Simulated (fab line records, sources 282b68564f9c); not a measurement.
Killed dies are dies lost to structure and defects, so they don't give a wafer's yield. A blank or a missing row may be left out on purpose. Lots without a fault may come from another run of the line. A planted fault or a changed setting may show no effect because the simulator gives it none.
Which tool did it? | flow rit_cmos | 13 lots, 39 wafers sampled, at 2 steps of a route of 202

WHAT THE GAUGES READ, wafer by wafer
RIT_SDANNEAL_RS_MEAS_07: measures by four-point-probe. Usual: NLDD_RS 151.4 ohm/sq, standard deviation 0.56.
lot  | measured    | on            | NLDD_RS (ohm/sq)  | flag
L156 | day 3 08:08 | film_metro-03 | 151.7 151.7 152.1 |
L157 | day 3 12:03 | film_metro-03 | 151.2 151.2 151.4 |
L158 | day 3 16:20 | film_metro-04 | 151.6 151.4 151.7 |
L159 | day 3 22:51 | film_metro-01 | 151.7 151.8 152.3 |
L162 | day 4 12:00 | film_metro-01 | 152.4 152.7 152.8 |
L163 | day 4 18:25 | film_metro-03 | 151.8 152.2 151.9 |
L164 | day 4 23:41 | film_metro-03 | 152.0 151.9 151.5 |
L166 | day 5 08:52 | film_metro-03 | 151.5 152.2 151.9 |
L167 | day 5 14:05 | film_metro-03 | 151.5 151.7 151.4 |
L168 | day 5 19:55 | film_metro-03 | - - -             | OFF
L169 | day 6 00:20 | film_metro-03 | 151.5 150.9 150.9 |
L174 | day 7 01:10 | film_metro-03 | 151.2 150.5 151.4 |
L176 | day 7 10:08 | film_metro-03 | 152.1 152.2 152.1 |

WHICH TOOL RAN EACH LOT (tool, then ch and the chambers of the sampled wafers, then the start)
lot  | RIT_NLDD_IMPLANT_08
L156 | implanter-04 ch 0, day 2 23:25
L157 | implanter-03 ch 0, day 3 03:41
L158 | implanter-04 ch 0, day 3 08:08
L159 | implanter-03 ch 0, day 3 14:35
L162 | implanter-02 ch 0, day 4 03:39
L163 | implanter-02 ch 0, day 4 10:28
L164 | implanter-04 ch 0, day 4 15:30
L166 | implanter-03 ch 0, day 5 00:50
L167 | implanter-03 ch 0, day 5 05:41
L168 | implanter-03 ch 0, day 5 11:32
L169 | implanter-02 ch 0, day 5 16:13
L174 | implanter-02 ch 0, day 6 17:07
L176 | implanter-04 ch 0, day 7 01:58
- RIT_NLDD_IMPLANT_08

WHAT THE TOOLS THEMSELVES READ (means of the sampled wafers that have a number; where no wafer has one, the mark that the record gives instead)
The record holds no such reading with a usual standard deviation.

THE ANSWER, worked out from the rows above alone
Rule: a lot is off if the mean of its wafers that have a number lies more than 3 standard deviations from the usual mean. A lot without any number at a reading at which 4 lots or more have one is off too. The other lots that the step has rows for count as sound. The gauges are gone through in route order, then the tools' own readings, and for those a lot's mean is taken as printed above. The first step at which some lot is off is used, and at that step the reading that is off furthest; a lot without a number counts as furthest.
Off: L168, at RIT_SDANNEAL_RS_MEAS_07 (NLDD_RS). Without a number there: L168.
A tool fits if, at a process step before that reading, it ran every lot that is off, and no sound lot after the first of them. The gauges at RIT_SDANNEAL_RS_MEAS_07 are tried like those tools. One fits: implanter-03 at RIT_NLDD_IMPLANT_08. Its last sound lot is L167 (day 5 05:41), its first lot that is off L168 (day 5 11:32): a fault that began between those two fits.

WHAT THE SIMULATOR HAD PUT IN
Process parameter drift: implanter-03, from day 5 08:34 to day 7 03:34, at RIT_NLDD_IMPLANT_08. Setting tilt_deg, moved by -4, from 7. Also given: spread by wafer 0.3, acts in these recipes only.
Lots struck among those shown: L168. The rule above found the same.
